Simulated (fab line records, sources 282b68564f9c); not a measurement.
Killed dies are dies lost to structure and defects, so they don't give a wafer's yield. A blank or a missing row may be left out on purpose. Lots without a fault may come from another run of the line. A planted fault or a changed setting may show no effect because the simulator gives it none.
Which tool did it? | flow rit_cmos | 14 lots, 42 wafers sampled, at 2 steps of a route of 202

WHAT THE GAUGES READ, wafer by wafer
RIT_GATE_THK_MEAS_09. Usual: GATE_POLY_THK 248.0 nm, standard deviation 2.9.
lot  | measured    | on            | GATE_POLY_THK (nm) | flag
L910 | day 2 19:22 | film_metro-01 | 250.4 249.9 249.0  |
L911 | day 3 02:24 | film_metro-01 | 249.4 247.1 245.9  |
L912 | day 3 08:23 | film_metro-03 | 247.6 246.0 247.9  |
L913 | day 3 18:57 | film_metro-02 | 246.5 247.7 248.7  |
L914 | day 3 18:33 | film_metro-03 | 248.5 249.3 249.0  |
L915 | day 3 20:10 | film_metro-01 | 246.7 246.7 247.1  |
L918 | day 4 16:47 | film_metro-01 | 249.7 248.1 250.3  |
L919 | day 4 18:22 | film_metro-02 | 252.4 251.5 251.8  |
L921 | day 5 04:56 | film_metro-03 | 246.9 244.7 245.2  |
L923 | day 5 13:30 | film_metro-03 | 246.3 247.7 247.9  |
L925 | day 5 21:23 | film_metro-01 | 250.5 250.3 249.9  |
L930 | day 6 23:59 | film_metro-03 | 359.2 356.7 359.8  | OFF
L931 | day 7 07:43 | film_metro-02 | 354.7 354.0 353.5  | OFF
L932 | day 7 09:03 | film_metro-01 | 243.9 245.5 244.1  |

WHICH TOOL RAN EACH LOT (tool, then ch and the chambers of the sampled wafers, then the start)
lot  | RIT_GATE_CVD_08
L910 | lpcvd-01 ch 1, day 2 16:56
L911 | lpcvd-02 ch 1, day 3 00:47
L912 | lpcvd-02 ch 0, day 3 06:45
L913 | lpcvd-01 ch 0, day 3 16:29
L914 | lpcvd-02 ch 0, day 3 16:55
L915 | lpcvd-02 ch 1, day 3 18:32
L918 | lpcvd-02 ch 0, day 4 14:21
L919 | lpcvd-01 ch 0, day 4 15:56
L921 | lpcvd-02 ch 1, day 5 03:19
L923 | lpcvd-02 ch 1, day 5 11:52
L925 | lpcvd-01 ch 0, day 5 19:47
L930 | lpcvd-01 ch 1, day 6 22:22
L931 | lpcvd-01 ch 1, day 7 06:07
L932 | lpcvd-02 ch 1, day 7 07:26
- RIT_GATE_CVD_08: deposits poly-Si from SiH4, target thk 250 nm, time 2220 s.

WHAT THE TOOLS THEMSELVES READ (means of the sampled wafers that have a number; where no wafer has one, the mark that the record gives instead)
RIT_GATE_CVD_08. Usual: spike_tc_centre_C 611.5 C, standard deviation 1.1; spike_tc_source_C 630.3 C, standard deviation 1.8; susceptor_temp_C 609.96 C, standard deviation 0.28; zone_power_centre_pct 28.4 %, standard deviation 2.1.
lot  | tool     | spike_tc_centre_C (C) | spike_tc_source_C (C) | susceptor_temp_C (C) | zone_power_centre_pct (%) | flag
L910 | lpcvd-01 | 611.6                 | 631.4                 | 609.80               | 30.6                      |
L911 | lpcvd-02 | 611.7                 | 631.9                 | 609.87               | 28.6                      |
L912 | lpcvd-02 | 611.8                 | 628.1                 | 610.15               | 29.5                      |
L913 | lpcvd-01 | 611.2                 | 630.8                 | 609.88               | 24.1                      |
L914 | lpcvd-02 | 611.5                 | 628.5                 | 609.79               | 29.3                      |
L915 | lpcvd-02 | 611.2                 | 631.6                 | 609.65               | 28.8                      |
L918 | lpcvd-02 | 612.9                 | 628.6                 | 610.08               | 29.1                      |
L919 | lpcvd-01 | 612.2                 | 632.3                 | 610.06               | 24.2                      |
L921 | lpcvd-02 | 610.8                 | 630.6                 | 609.83               | 28.8                      |
L923 | lpcvd-02 | 611.4                 | 631.0                 | 610.25               | 28.8                      |
L925 | lpcvd-01 | 612.6                 | 632.0                 | 609.54               | 23.8                      |
L930 | lpcvd-01 | 626.4                 | 646.5                 | 624.89               | 30.9                      | OFF
L931 | lpcvd-01 | 625.2                 | 647.3                 | 625.29               | 31.7                      | OFF
L932 | lpcvd-02 | 610.9                 | 631.3                 | 610.03               | 28.6                      |

THE ANSWER, worked out from the rows above alone
Rule: a lot is off if the mean of its wafers that have a number lies more than 3 standard deviations from the usual mean. A lot without any number at a reading at which 4 lots or more have one is off too. The other lots that the step has rows for count as sound. The gauges are gone through in route order, then the tools' own readings, and for those a lot's mean is taken as printed above. The first step at which some lot is off is used, and at that step the reading that is off furthest; a lot without a number counts as furthest.
Off: L930, L931, at RIT_GATE_THK_MEAS_09 (GATE_POLY_THK).
A tool fits if, at a process step before that reading, it ran every lot that is off, and no sound lot after the first of them. The gauges at RIT_GATE_THK_MEAS_09 aren't tried: what is off there is off at RIT_GATE_CVD_08 too, on other tools, and a gauge's error can't cause that. One fits: lpcvd-01 at RIT_GATE_CVD_08. Its last sound lot is L925 (day 5 19:47), its first lot that is off L930 (day 6 22:22): a fault that began between those two fits.
The tool's own readings at RIT_GATE_CVD_08 bear it out: on the lots that are off they differ by more than 5 times the standard deviation of the sound lots' means. spike_tc_centre_C reads 625.8 C there against 611.6 C on the sound lots; spike_tc_source_C reads 646.9 C there against 630.7 C on the sound lots; susceptor_temp_C reads 625.09 C there against 609.91 C on the sound lots.

WHAT THE SIMULATOR HAD PUT IN
Process parameter drift: lpcvd-01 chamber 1, from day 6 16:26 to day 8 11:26, at RIT_GATE_CVD_08. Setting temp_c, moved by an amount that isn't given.
Lots struck among those shown: L930, L931. The rule above found the same.
